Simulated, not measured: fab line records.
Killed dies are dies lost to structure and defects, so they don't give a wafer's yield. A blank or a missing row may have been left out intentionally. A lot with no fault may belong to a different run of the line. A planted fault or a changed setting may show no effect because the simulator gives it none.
fab line records :: flow berkeley_cmos170 :: part 2 of 2: steps 26 to 37 of 37
record:
  lots: 5
  wafers: 15
  last_day: 11
route steps=331 shown NWELL@18 PWELL@34
lots that met no fault: taken from a fault-free run of the same line
start_h: hours from the record's opening day to when the first of the lot's shown wafers began :: wait_h: time in hours since the lot's previous step :: " identical to the entry in the row above :: L1.1+2: a row that stands for several wafers :: - no value, or no start was given :: * or withheld: withheld :: < > ~ a bound
route shown NAME@n: names a module that has steps shown in the file, with the first one's number in the route :: usual: mean and standard deviation over wafers with no fault :: same: alike in all rows :: chamber/n: place in a boat :: sites: readings site by site :: _std_site: the standard deviation of these :: _edge_site: outer sites' mean less inner sites' :: radius_mm: for every site, how far away it sits from the centre of the wafer :: mask NAME#n: copy n :: behind: the last tool/chamber to shape the wafer :: hold: why the lot was held/for how many hours/how that ended :: device: which transistor (n, p or np) failed to switch :: end of line: tests of these same wafers at the route's end :: a step without rows: its recipe alone :: killed: the dies lost at the first sort to structure and to defects; this is not the yield of the wafer :: map: shows each die of a wafer: x if killed, . if not, _ if none is there
set.NAME: the run value of the setting; set.NAME@STEP: its run value at that earlier step :: model.NAME: the simulator's own value behind a step, which no gauge read
a table for each step, a row for each wafer; lots at some steps of the route
services: from which hour (start_h, from the record's first day; less than 0 if before it) a tool's chamber was out of use, for how many hours, and why
== steps ==
step: UCB170_PWELL_SOFTBAKE_09
recipe:
  resist: KrF
  temp_c: 130
  time_s: 62.83
usual:
  exhaust_pa: 44.7/0.91
  plate_sensor_t_centre_C: 131.41/0.0096
  plate_sensor_t_edge_C: 131.53/0.01
  softbake_temp_c: 129.99/0.13
lot.wafer: L074.2
tool: litho_track-01
chamber: 0
start_h: 59.81
wait_h: 0.1
exhaust_pa: 43.1
plate_sensor_t_centre_C: 131.4
plate_sensor_t_edge_C: 131.53
softbake_temp_c: 130.04

lot.wafer: L074.3
tool: litho_track-01
chamber: 0
start_h: 59.81
wait_h: 0.1
exhaust_pa: 45.2
plate_sensor_t_centre_C: 131.41
plate_sensor_t_edge_C: 131.53
softbake_temp_c: 130.11

lot.wafer: L074.5
tool: litho_track-01
chamber: 0
start_h: 59.81
wait_h: 0.1
exhaust_pa: 44.1
plate_sensor_t_centre_C: 131.4
plate_sensor_t_edge_C: 131.52
softbake_temp_c: 130.12

lot.wafer: L079.4
tool: litho_track-02
chamber: 0
start_h: 74.86
wait_h: 0.1
exhaust_pa: 43.2
plate_sensor_t_centre_C: 131.41
plate_sensor_t_edge_C: 131.54
softbake_temp_c: 129.97

lot.wafer: L079.5
tool: litho_track-02
chamber: 0
start_h: 74.86
wait_h: 0.1
exhaust_pa: 44.1
plate_sensor_t_centre_C: 131.4
plate_sensor_t_edge_C: 131.54
softbake_temp_c: 129.80

lot.wafer: L079.6
tool: litho_track-02
chamber: 0
start_h: 74.86
wait_h: 0.1
exhaust_pa: 45.3
plate_sensor_t_centre_C: 131.41
plate_sensor_t_edge_C: 131.54
softbake_temp_c: 130.03

lot.wafer: L083.1
tool: litho_track-01
chamber: 0
start_h: 106.41
wait_h: 0.1
exhaust_pa: 45.4
plate_sensor_t_centre_C: 131.4
plate_sensor_t_edge_C: 131.54
softbake_temp_c: 130.02

lot.wafer: L083.4
tool: litho_track-01
chamber: 0
start_h: 106.41
wait_h: 0.1
exhaust_pa: 45.4
plate_sensor_t_centre_C: 131.41
plate_sensor_t_edge_C: 131.53
softbake_temp_c: 129.84

lot.wafer: L083.5
tool: litho_track-01
chamber: 0
start_h: 106.41
wait_h: 0.1
exhaust_pa: 45.4
plate_sensor_t_centre_C: 131.42
plate_sensor_t_edge_C: 131.55
softbake_temp_c: 130.05

lot.wafer: L085.2
tool: litho_track-04
chamber: 0
start_h: 117.57
wait_h: 0.1
exhaust_pa: 44.8
plate_sensor_t_centre_C: 131.42
plate_sensor_t_edge_C: 131.51
softbake_temp_c: 129.79

lot.wafer: L085.4
tool: litho_track-04
chamber: 0
start_h: 117.57
wait_h: 0.1
exhaust_pa: 43.5
plate_sensor_t_centre_C: 131.4
plate_sensor_t_edge_C: 131.52
softbake_temp_c: 129.88

lot.wafer: L085.6
tool: litho_track-04
chamber: 0
start_h: 117.57
wait_h: 0.1
exhaust_pa: 46.4
plate_sensor_t_centre_C: 131.41
plate_sensor_t_edge_C: 131.53
softbake_temp_c: 129.93

lot.wafer: L089.3
tool: litho_track-01
chamber: 0
start_h: 136.16
wait_h: 0.1
exhaust_pa: 44.6
plate_sensor_t_centre_C: 131.4
plate_sensor_t_edge_C: 131.52
softbake_temp_c: 130.15

lot.wafer: L089.4
tool: litho_track-01
chamber: 0
start_h: 136.16
wait_h: 0.1
exhaust_pa: 44.9
plate_sensor_t_centre_C: 131.38
plate_sensor_t_edge_C: 131.53
softbake_temp_c: 130.21

lot.wafer: L089.5
tool: litho_track-01
chamber: 0
start_h: 136.16
wait_h: 0.1
exhaust_pa: 45.2
plate_sensor_t_centre_C: 131.42
plate_sensor_t_edge_C: 131.53
softbake_temp_c: 130.14
step: UCB170_PWELL_EXPOSE_10
recipe:
  mask_id: PWELL
  target_cd_nm: 3000
  na: 0.5
  sigma_outer: 0.6
  source_shape: conventional
  dose_mj: 19
lot.wafer: L074.2+3+5
tool: krf_scanner-02
chamber: 0
start_h: 63.72
wait_h: 3.9
mask: PWELL#0

lot.wafer: L079.4+5+6
tool: krf_scanner-02
chamber: 0
start_h: 75.00
wait_h: 0.1
mask: PWELL#0

lot.wafer: L083.1+4+5
tool: krf_scanner-02
chamber: 0
start_h: 106.89
wait_h: 0.5
mask: PWELL#0

lot.wafer: L085.2+4+6
tool: krf_scanner-01
chamber: 0
start_h: 117.84
wait_h: 0.2
mask: PWELL#0

lot.wafer: L089.3+4+5
tool: krf_scanner-01
chamber: 0
start_h: 136.42
wait_h: 0.2
mask: PWELL#0
step: UCB170_PWELL_PEB_11
recipe:
  peb_temp_c: 130
  peb_time_s: withheld
  resist: KrF
usual:
  exhaust_pa: 44.8/0.85
lot.wafer: L074.2
tool: litho_track-04
chamber: 0
start_h: 63.92
wait_h: 0.2
exhaust_pa: 43.5

lot.wafer: L074.3
tool: litho_track-04
chamber: 0
start_h: 63.92
wait_h: 0.2
exhaust_pa: 45.6

lot.wafer: L074.5
tool: litho_track-04
chamber: 0
start_h: 63.92
wait_h: 0.2
exhaust_pa: 45.8

lot.wafer: L079.4
tool: litho_track-04
chamber: 0
start_h: 75.13
wait_h: 0.1
exhaust_pa: 44.6

lot.wafer: L079.5
tool: litho_track-04
chamber: 0
start_h: 75.13
wait_h: 0.1
exhaust_pa: 45.7

lot.wafer: L079.6
tool: litho_track-04
chamber: 0
start_h: 75.13
wait_h: 0.1
exhaust_pa: 45.0

lot.wafer: L083.1
tool: litho_track-01
chamber: 0
start_h: 107.04
wait_h: 0.1
exhaust_pa: 43.9

lot.wafer: L083.4
tool: litho_track-01
chamber: 0
start_h: 107.04
wait_h: 0.1
exhaust_pa: 45.5

lot.wafer: L083.5
tool: litho_track-01
chamber: 0
start_h: 107.04
wait_h: 0.1
exhaust_pa: 44.9

lot.wafer: L085.2
tool: litho_track-01
chamber: 0
start_h: 117.96
wait_h: 0.1
exhaust_pa: 45.2

lot.wafer: L085.4
tool: litho_track-01
chamber: 0
start_h: 117.96
wait_h: 0.1
exhaust_pa: 45.1

lot.wafer: L085.6
tool: litho_track-01
chamber: 0
start_h: 117.96
wait_h: 0.1
exhaust_pa: 44.3

lot.wafer: L089.3
tool: litho_track-04
chamber: 0
start_h: 137.15
wait_h: 0.7
exhaust_pa: 44.3

lot.wafer: L089.4
tool: litho_track-04
chamber: 0
start_h: 137.15
wait_h: 0.7
exhaust_pa: 43.5

lot.wafer: L089.5
tool: litho_track-04
chamber: 0
start_h: 137.15
wait_h: 0.7
exhaust_pa: 44.6
step: UCB170_PWELL_DEVELOP_12
recipe:
  developer: TMAH
  develop_time_s: 45
  resist: KrF
  dev_temp_c: 21
usual:
  exhaust_pa: 45.1/0.81
lot.wafer: L074.2
tool: litho_track-04
chamber: 0
start_h: -
wait_h: -
exhaust_pa: 46.3

lot.wafer: L074.3
tool: litho_track-04
chamber: 0
start_h: -
wait_h: -
exhaust_pa: 45.5

lot.wafer: L074.5
tool: litho_track-04
chamber: 0
start_h: -
wait_h: -
exhaust_pa: 46.3

lot.wafer: L079.4
tool: litho_track-04
chamber: 0
start_h: -
wait_h: -
exhaust_pa: 45.8

lot.wafer: L079.5
tool: litho_track-04
chamber: 0
start_h: -
wait_h: -
exhaust_pa: 45.1

lot.wafer: L079.6
tool: litho_track-04
chamber: 0
start_h: -
wait_h: -
exhaust_pa: 44.4

lot.wafer: L083.1
tool: litho_track-01
chamber: 0
start_h: -
wait_h: -
exhaust_pa: 45.3

lot.wafer: L083.4
tool: litho_track-01
chamber: 0
start_h: -
wait_h: -
exhaust_pa: 46.9

lot.wafer: L083.5
tool: litho_track-01
chamber: 0
start_h: -
wait_h: -
exhaust_pa: 44.9

lot.wafer: L085.2
tool: litho_track-01
chamber: 0
start_h: -
wait_h: -
exhaust_pa: 44.3

lot.wafer: L085.4
tool: litho_track-01
chamber: 0
start_h: -
wait_h: -
exhaust_pa: 44.6

lot.wafer: L085.6
tool: litho_track-01
chamber: 0
start_h: -
wait_h: -
exhaust_pa: 45.4

lot.wafer: L089.3
tool: litho_track-04
chamber: 0
start_h: -
wait_h: -
exhaust_pa: 45.3

lot.wafer: L089.4
tool: litho_track-04
chamber: 0
start_h: -
wait_h: -
exhaust_pa: 44.8

lot.wafer: L089.5
tool: litho_track-04
chamber: 0
start_h: -
wait_h: -
exhaust_pa: 45.1
step: UCB170_PWELL_OVL_MEAS_13
usual:
  PWELL_OVL: -1/4.7
lot.wafer: L074.2
tool: overlay-01
chamber: -
start_h: 64.18
wait_h: -
PWELL_OVL[nm]: 2

lot.wafer: L074.3
tool: overlay-01
chamber: -
start_h: 64.18
wait_h: -
PWELL_OVL[nm]: -1

lot.wafer: L074.5
tool: overlay-01
chamber: -
start_h: 64.18
wait_h: -
PWELL_OVL[nm]: -1

lot.wafer: L079.4
tool: overlay-02
chamber: -
start_h: 75.35
wait_h: -
PWELL_OVL[nm]: 5

lot.wafer: L079.5
tool: overlay-02
chamber: -
start_h: 75.35
wait_h: -
PWELL_OVL[nm]: 5

lot.wafer: L079.6
tool: overlay-02
chamber: -
start_h: 75.35
wait_h: -
PWELL_OVL[nm]: 7

lot.wafer: L083.1
tool: overlay-01
chamber: -
start_h: 107.32
wait_h: -
PWELL_OVL[nm]: 0

lot.wafer: L083.4
tool: overlay-01
chamber: -
start_h: 107.32
wait_h: -
PWELL_OVL[nm]: 0

lot.wafer: L083.5
tool: overlay-01
chamber: -
start_h: 107.32
wait_h: -
PWELL_OVL[nm]: 7

lot.wafer: L085.2
tool: overlay-02
chamber: -
start_h: 118.22
wait_h: -
PWELL_OVL[nm]: -1

lot.wafer: L085.4
tool: overlay-02
chamber: -
start_h: 118.22
wait_h: -
PWELL_OVL[nm]: 1

lot.wafer: L085.6
tool: overlay-02
chamber: -
start_h: 118.22
wait_h: -
PWELL_OVL[nm]: -3

lot.wafer: L089.3
tool: overlay-02
chamber: -
start_h: 137.39
wait_h: -
PWELL_OVL[nm]: 5

lot.wafer: L089.4
tool: overlay-02
chamber: -
start_h: 137.39
wait_h: -
PWELL_OVL[nm]: 2

lot.wafer: L089.5
tool: overlay-02
chamber: -
start_h: 137.39
wait_h: -
PWELL_OVL[nm]: 11
step: UCB170_PWELL_ETCH_14
recipe:
  chemistry: CH3F/Ar/O2
  target: Si3N4
  stop_on: SiO2
  CH3F_flow_sccm: 20
  Ar_flow_sccm: 50
  O2_flow_sccm: 7
  pressure_mtorr: 50
  rf_w: 450
  target_depth_a: 2420
  over_etch_frac: 0.1
  time_s: 151
usual:
  drypump_motor_current_A: 5.7/0.51
  oes_product_au: 0.940/0.016
  throttle_valve_pct: 8.05/0.1
lot.wafer: L074.2
tool: rie_diel-04
chamber: 0
start_h: 64.21
wait_h: 0.0
drypump_motor_current_A: 5.7
oes_product_au: 0.933
rf_hours_counter_h: 160
throttle_valve_pct: 8.12

lot.wafer: L074.3
tool: rie_diel-04
chamber: 2
start_h: 64.21
wait_h: 0.0
drypump_motor_current_A: 6.0
oes_product_au: 0.972
rf_hours_counter_h: 52
throttle_valve_pct: 8.14

lot.wafer: L074.5
tool: rie_diel-04
chamber: 1
start_h: 64.21
wait_h: 0.0
drypump_motor_current_A: 6.0
oes_product_au: 0.935
rf_hours_counter_h: -
throttle_valve_pct: 8.03

lot.wafer: L079.4
tool: rie_diel-03
chamber: 1
start_h: 75.42
wait_h: 0.1
drypump_motor_current_A: 5.6
oes_product_au: 0.930
rf_hours_counter_h: -
throttle_valve_pct: 8.12

lot.wafer: L079.5
tool: rie_diel-03
chamber: 1
start_h: 75.42
wait_h: 0.1
drypump_motor_current_A: 5.6
oes_product_au: 0.937
rf_hours_counter_h: -
throttle_valve_pct: 8.13

lot.wafer: L079.6
tool: rie_diel-03
chamber: 2
start_h: 75.42
wait_h: 0.1
drypump_motor_current_A: 6.4
oes_product_au: 0.938
rf_hours_counter_h: -
throttle_valve_pct: 7.98

lot.wafer: L083.1
tool: rie_diel-01
chamber: 2
start_h: 107.35
wait_h: 0.0
drypump_motor_current_A: 6.1
oes_product_au: 0.948
rf_hours_counter_h: 112
throttle_valve_pct: 8.08

lot.wafer: L083.4
tool: rie_diel-01
chamber: 1
start_h: 107.35
wait_h: 0.0
drypump_motor_current_A: 4.6
oes_product_au: 0.964
rf_hours_counter_h: 4
throttle_valve_pct: 8.13

lot.wafer: L083.5
tool: rie_diel-01
chamber: 1
start_h: 107.35
wait_h: 0.0
drypump_motor_current_A: 4.6
oes_product_au: 0.971
rf_hours_counter_h: -
throttle_valve_pct: 8.14

lot.wafer: L085.2
tool: rie_diel-04
chamber: 1
start_h: 118.25
wait_h: 0.0
drypump_motor_current_A: 5.9
oes_product_au: 0.930
rf_hours_counter_h: 6
throttle_valve_pct: 8.03

lot.wafer: L085.4
tool: rie_diel-04
chamber: 2
start_h: 118.25
wait_h: 0.0
drypump_motor_current_A: 6.0
oes_product_au: 0.965
rf_hours_counter_h: -
throttle_valve_pct: 8.14

lot.wafer: L085.6
tool: rie_diel-04
chamber: 1
start_h: 118.25
wait_h: 0.0
drypump_motor_current_A: 5.9
oes_product_au: 0.929
rf_hours_counter_h: -
throttle_valve_pct: 8.02

lot.wafer: L089.3
tool: rie_diel-04
chamber: 3
start_h: 137.41
wait_h: 0.0
drypump_motor_current_A: 6.2
oes_product_au: 0.947
rf_hours_counter_h: 5
throttle_valve_pct: 8.24

lot.wafer: L089.4
tool: rie_diel-04
chamber: 0
start_h: 137.41
wait_h: 0.0
drypump_motor_current_A: 5.7
oes_product_au: 0.927
rf_hours_counter_h: 0
throttle_valve_pct: 8.11

lot.wafer: L089.5
tool: rie_diel-04
chamber: 3
start_h: 137.41
wait_h: 0.0
drypump_motor_current_A: 6.2
oes_product_au: 0.955
rf_hours_counter_h: -
throttle_valve_pct: 8.24
step: UCB170_PWELL_IMPLANT_15
recipe:
  species: B
  dose_cm2: 5e+12
  energy_kev: 60
  tilt_deg: 7
usual:
  tilt_deg: 7.003/0.019
lot.wafer: L074.2
tool: implanter-02
chamber: 0
start_h: 64.33
wait_h: 0.1
tilt_deg: 7.021

lot.wafer: L074.3
tool: implanter-02
chamber: 0
start_h: 64.33
wait_h: 0.1
tilt_deg: 7.016

lot.wafer: L074.5
tool: implanter-02
chamber: 0
start_h: 64.33
wait_h: 0.1
tilt_deg: 6.988

lot.wafer: L079.4
tool: implanter-04
chamber: 0
start_h: 75.59
wait_h: 0.1
tilt_deg: 7.008

lot.wafer: L079.5
tool: implanter-04
chamber: 0
start_h: 75.59
wait_h: 0.1
tilt_deg: 6.963

lot.wafer: L079.6
tool: implanter-04
chamber: 0
start_h: 75.59
wait_h: 0.1
tilt_deg: 6.985

lot.wafer: L083.1
tool: implanter-02
chamber: 0
start_h: 107.45
wait_h: 0.1
tilt_deg: 7.022

lot.wafer: L083.4
tool: implanter-02
chamber: 0
start_h: 107.45
wait_h: 0.1
tilt_deg: 7.028

lot.wafer: L083.5
tool: implanter-02
chamber: 0
start_h: 107.45
wait_h: 0.1
tilt_deg: 6.994

lot.wafer: L085.2
tool: implanter-04
chamber: 0
start_h: 118.38
wait_h: 0.1
tilt_deg: 6.987

lot.wafer: L085.4
tool: implanter-04
chamber: 0
start_h: 118.38
wait_h: 0.1
tilt_deg: 7.005

lot.wafer: L085.6
tool: implanter-04
chamber: 0
start_h: 118.38
wait_h: 0.1
tilt_deg: 6.981

lot.wafer: L089.3
tool: implanter-02
chamber: 0
start_h: 137.56
wait_h: 0.1
tilt_deg: 7.028

lot.wafer: L089.4
tool: implanter-02
chamber: 0
start_h: 137.56
wait_h: 0.1
tilt_deg: 7.005

lot.wafer: L089.5
tool: implanter-02
chamber: 0
start_h: 137.56
wait_h: 0.1
tilt_deg: 7.021
step: UCB170_PWELL_STRIP_16
recipe:
  chemistry: O2
  power_w: 400
  pressure_mtorr: 3500
  platen_temp_c: withheld
  o2_flow_sccm: 400
  overash_fraction: 0.5
usual:
  drypump_motor_current_A: 5.5/0.43
  oes_product_au: 0.720/0.0044
  strip_time_to_endpoint_s: 18.04/0.073
lot.wafer: L074.2
tool: plasma_asher-02
chamber: 0
start_h: 64.46
wait_h: 0.1
drypump_motor_current_A: 6.2
oes_product_au: 0.732
rf_hours_counter_h: 24
strip_time_to_endpoint_s: 18.07

lot.wafer: L074.3
tool: plasma_asher-02
chamber: 0
start_h: 64.46
wait_h: 0.1
drypump_motor_current_A: 6.2
oes_product_au: 0.726
rf_hours_counter_h: -
strip_time_to_endpoint_s: 18.01

lot.wafer: L074.5
tool: plasma_asher-02
chamber: 1
start_h: 64.46
wait_h: 0.1
drypump_motor_current_A: 5.1
oes_product_au: 0.716
rf_hours_counter_h: -
strip_time_to_endpoint_s: 18.09

lot.wafer: L079.4
tool: plasma_asher-03
chamber: 1
start_h: 75.70
wait_h: 0.1
drypump_motor_current_A: 5.8
oes_product_au: 0.721
rf_hours_counter_h: -
strip_time_to_endpoint_s: 18.10

lot.wafer: L079.5
tool: plasma_asher-03
chamber: 1
start_h: 75.70
wait_h: 0.1
drypump_motor_current_A: 5.8
oes_product_au: 0.720
rf_hours_counter_h: -
strip_time_to_endpoint_s: 18.05

lot.wafer: L079.6
tool: plasma_asher-03
chamber: 0
start_h: 75.70
wait_h: 0.1
drypump_motor_current_A: 5.6
oes_product_au: 0.721
rf_hours_counter_h: -
strip_time_to_endpoint_s: 18.00

lot.wafer: L083.1
tool: plasma_asher-04
chamber: 1
start_h: 107.60
wait_h: 0.1
drypump_motor_current_A: 5.0
oes_product_au: 0.721
rf_hours_counter_h: 38
strip_time_to_endpoint_s: 18.13

lot.wafer: L083.4
tool: plasma_asher-04
chamber: 0
start_h: 107.60
wait_h: 0.1
drypump_motor_current_A: 5.4
oes_product_au: 0.724
rf_hours_counter_h: -
strip_time_to_endpoint_s: 18.17

lot.wafer: L083.5
tool: plasma_asher-04
chamber: 0
start_h: 107.60
wait_h: 0.1
drypump_motor_current_A: 5.4
oes_product_au: 0.719
rf_hours_counter_h: -
strip_time_to_endpoint_s: 18.13

lot.wafer: L085.2
tool: plasma_asher-04
chamber: 1
start_h: 118.50
wait_h: 0.1
drypump_motor_current_A: 5.0
oes_product_au: 0.716
rf_hours_counter_h: 40
strip_time_to_endpoint_s: 17.93

lot.wafer: L085.4
tool: plasma_asher-04
chamber: 0
start_h: 118.50
wait_h: 0.1
drypump_motor_current_A: 5.4
oes_product_au: 0.725
rf_hours_counter_h: -
strip_time_to_endpoint_s: 18.01

lot.wafer: L085.6
tool: plasma_asher-04
chamber: 1
start_h: 118.50
wait_h: 0.1
drypump_motor_current_A: 5.0
oes_product_au: 0.715
rf_hours_counter_h: -
strip_time_to_endpoint_s: 17.99

lot.wafer: L089.3
tool: plasma_asher-03
chamber: 1
start_h: 137.70
wait_h: 0.1
drypump_motor_current_A: 5.8
oes_product_au: 0.722
rf_hours_counter_h: -
strip_time_to_endpoint_s: 18.05

lot.wafer: L089.4
tool: plasma_asher-03
chamber: 0
start_h: 137.70
wait_h: 0.1
drypump_motor_current_A: 5.6
oes_product_au: 0.713
rf_hours_counter_h: -
strip_time_to_endpoint_s: 18.12

lot.wafer: L089.5
tool: plasma_asher-03
chamber: 1
start_h: 137.70
wait_h: 0.1
drypump_motor_current_A: 5.8
oes_product_au: 0.723
rf_hours_counter_h: -
strip_time_to_endpoint_s: 18.05
step: UCB170_PWELL_TW_MEAS_17
usual:
  PWELL_TW: 382/3
lot.wafer: L074.2
tool: film_metro-03
chamber: -
start_h: 64.57
wait_h: 0.1
PWELL_TW: 382

lot.wafer: L074.3
tool: film_metro-03
chamber: -
start_h: 64.57
wait_h: 0.1
PWELL_TW: 381

lot.wafer: L074.5
tool: film_metro-03
chamber: -
start_h: 64.57
wait_h: 0.1
PWELL_TW: 383

lot.wafer: L079.4
tool: film_metro-03
chamber: -
start_h: 75.80
wait_h: 0.1
PWELL_TW: 381

lot.wafer: L079.5
tool: film_metro-03
chamber: -
start_h: 75.80
wait_h: 0.1
PWELL_TW: 380

lot.wafer: L079.6
tool: film_metro-03
chamber: -
start_h: 75.80
wait_h: 0.1
PWELL_TW: 380

lot.wafer: L083.1
tool: film_metro-02
chamber: -
start_h: 107.70
wait_h: 0.1
PWELL_TW: 378

lot.wafer: L083.4
tool: film_metro-02
chamber: -
start_h: 107.70
wait_h: 0.1
PWELL_TW: 378

lot.wafer: L083.5
tool: film_metro-02
chamber: -
start_h: 107.70
wait_h: 0.1
PWELL_TW: 378

lot.wafer: L085.2
tool: film_metro-01
chamber: -
start_h: 118.61
wait_h: 0.1
PWELL_TW: 384

lot.wafer: L085.4
tool: film_metro-01
chamber: -
start_h: 118.61
wait_h: 0.1
PWELL_TW: 385

lot.wafer: L085.6
tool: film_metro-01
chamber: -
start_h: 118.61
wait_h: 0.1
PWELL_TW: 384

lot.wafer: L089.3
tool: film_metro-02
chamber: -
start_h: 137.78
wait_h: 0.1
PWELL_TW: 381

lot.wafer: L089.4
tool: film_metro-02
chamber: -
start_h: 137.78
wait_h: 0.1
PWELL_TW: 379

lot.wafer: L089.5
tool: film_metro-02
chamber: -
start_h: 137.78
wait_h: 0.1
PWELL_TW: 378
step: UCB170_PWELL_CLEAN_18
recipe:
  chemistry: SPM
  temp_c: 120
  time_s: 600
lot.wafer: L074.2+3+5
tool: wet_bench-01
chamber: 2
start_h: 64.62
wait_h: 0.0

lot.wafer: L079.4+5+6
tool: wet_bench-01
chamber: 0
start_h: 75.83
wait_h: 0.0

lot.wafer: L083.1+4+5
tool: wet_bench-02
chamber: 2
start_h: 107.76
wait_h: 0.1

lot.wafer: L085.2+4+6
tool: wet_bench-01
chamber: 0
start_h: 119.54
wait_h: 0.9

lot.wafer: L089.3+4+5
tool: wet_bench-03
chamber: 2
start_h: 137.82
wait_h: 0.0
step: UCB170_PWELL_WET_ETCH_19
recipe:
  chemistry: H3PO4
  target: Si3N4
  temp_c: 160
  time_s: 14400
lot.wafer: L074.2+3+5
tool: wet_bench-02
chamber: 2
start_h: 64.79
wait_h: 0.0

lot.wafer: L079.4+5+6
tool: wet_bench-01
chamber: 2
start_h: 76.00
wait_h: 0.0

lot.wafer: L083.1+4+5
tool: wet_bench-01
chamber: 0
start_h: 107.94
wait_h: 0.0

lot.wafer: L085.2+4+6
tool: wet_bench-03
chamber: 1
start_h: 122.17
wait_h: 2.4

lot.wafer: L089.3+4+5
tool: wet_bench-03
chamber: 0
start_h: 138.03
wait_h: 0.0
step: UCB170_PWELL_WET_ETCH_20
recipe:
  chemistry: BOE
  dilution: 5:1
  target: SiO2
  temp_c: 25
  time_s: 22
lot.wafer: L074.2+3+5
tool: wet_bench-03
chamber: 0
start_h: 69.48
wait_h: 0.7

lot.wafer: L079.4+5+6
tool: wet_bench-01
chamber: 1
start_h: 80.01
wait_h: 0.0

lot.wafer: L083.1+4+5
tool: wet_bench-01
chamber: 1
start_h: 112.80
wait_h: 0.5

lot.wafer: L085.2+4+6
tool: wet_bench-03
chamber: 2
start_h: 126.72
wait_h: 0.2

lot.wafer: L089.3+4+5
tool: wet_bench-03
chamber: 2
start_h: 143.01
wait_h: 0.2
== services ==
tool: plasma_asher-02
chamber: -
start_h: 20.10
hours: 29.4
kind: pm

tool: rie_diel-02
chamber: 2
start_h: 25.96
hours: 2.9
kind: repair

tool: implanter-02
chamber: -
start_h: 26.83
hours: 2.9
kind: repair

tool: rie_diel-04
chamber: 2
start_h: 27.31
hours: 9.8
kind: repair

tool: krf_scanner-02
chamber: -
start_h: 29.98
hours: 4.0
kind: pm

tool: rie_diel-04
chamber: 0
start_h: 35.54
hours: 5.1
kind: repair

tool: rie_diel-02
chamber: 2
start_h: 40.87
hours: 4.2
kind: repair

tool: furnace-04
chamber: -
start_h: 45.60
hours: 3.9
kind: pm

tool: krf_scanner-01
chamber: -
start_h: 45.88
hours: 0.2
kind: repair

tool: plasma_asher-02
chamber: -
start_h: 49.45
hours: 2.8
kind: pm

tool: krf_scanner-02
chamber: -
start_h: 51.55
hours: 10.9
kind: repair

tool: rie_diel-02
chamber: 3
start_h: 52.04
hours: 3.0
kind: repair

tool: krf_scanner-01
chamber: -
start_h: 56.85
hours: 0.6
kind: repair

tool: krf_scanner-01
chamber: -
start_h: 58.48
hours: 4.7
kind: repair

tool: rie_diel-02
chamber: 3
start_h: 61.53
hours: 2.9
kind: repair

tool: krf_scanner-01
chamber: -
start_h: 63.20
hours: 1.0
kind: pm

tool: krf_scanner-02
chamber: -
start_h: 64.20
hours: 1.3
kind: pm

tool: rie_diel-04
chamber: 2
start_h: 91.18
hours: 1.7
kind: repair

tool: krf_scanner-01
chamber: -
start_h: 107.53
hours: 0.8
kind: pm

tool: plasma_asher-03
chamber: -
start_h: 108.75
hours: 9.0
kind: pm

tool: krf_scanner-02
chamber: -
start_h: 110.66
hours: 1.0
kind: pm

tool: implanter-02
chamber: -
start_h: 114.30
hours: 5.0
kind: pm

tool: rie_diel-02
chamber: 0
start_h: 120.49
hours: 2.3
kind: repair

tool: krf_scanner-02
chamber: -
start_h: 141.63
hours: 0.8
kind: pm
